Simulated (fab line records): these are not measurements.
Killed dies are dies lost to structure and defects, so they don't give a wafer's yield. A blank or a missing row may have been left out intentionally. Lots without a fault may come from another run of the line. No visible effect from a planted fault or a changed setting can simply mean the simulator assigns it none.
Chamber matching / flow berkeley_cmos170 / 4 sister chambers for UCB170_V2_CMP_02 on cmp-02
The step polishes SiO2. 8 wafers are shown with their chamber, then 9 later ones without.

WAFERS, EACH WITH ITS CHAMBER
wafer=L363.3; chamber=3; motor_current_A (A)=15.9
wafer=L361.4; chamber=3; motor_current_A (A)=16.6
wafer=L365.3; chamber=1; motor_current_A (A)=13.3
wafer=L365.4; chamber=2; motor_current_A (A)=17.5
wafer=L365.6; chamber=0; motor_current_A (A)=14.1
wafer=L366.1; chamber=2; motor_current_A (A)=18.2
wafer=L366.3; chamber=1; motor_current_A (A)=13.0
wafer=L366.6; chamber=0; motor_current_A (A)=14.4

WAFERS WHOSE CHAMBER IS MISSING
wafer=L367.1; motor_current_A (A)=16.7
wafer=L367.2; motor_current_A (A)=17.9
wafer=L367.6; motor_current_A (A)=16.7
wafer=L369.1; motor_current_A (A)=18.3
wafer=L369.2; motor_current_A (A)=13.2
wafer=L369.5; motor_current_A (A)=15.6
wafer=L378.1; motor_current_A (A)=16.0
wafer=L378.2; motor_current_A (A)=14.1
wafer=L378.5; motor_current_A (A)=13.2

WHICH CHAMBER EACH WENT THROUGH
wafer=L367.1; from the rows above=can't be placed: 3 or 2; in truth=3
wafer=L367.2; from the rows above=2; in truth=2
wafer=L367.6; from the rows above=can't be placed: 3 or 2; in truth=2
wafer=L369.1; from the rows above=2; in truth=2
wafer=L369.2; from the rows above=1; in truth=1
wafer=L369.5; from the rows above=can't be placed: 3 or 0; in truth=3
wafer=L378.1; from the rows above=3; in truth=3
wafer=L378.2; from the rows above=0; in truth=0
wafer=L378.5; from the rows above=1; in truth=1
Correct placement for 6 of the 9. Not placeable from these rows: 3 (in 3, the candidates include the true chamber). Number placed wrongly: 0.
How it was worked out, from the rows above alone: a wafer's distance from a chamber is the root of the sum, over the readings, of the square of ((its reading less the chamber's mean) divided by the reading's scatter). The wafer belongs to the nearest chamber; if the next one is less than 2 further off, it can't be placed. Each chamber's mean is taken over the wafers shown for it. The scatter: the root of (the sum of the squares of (reading less its chamber's mean) over the shown wafers, divided by (wafers less chambers)).
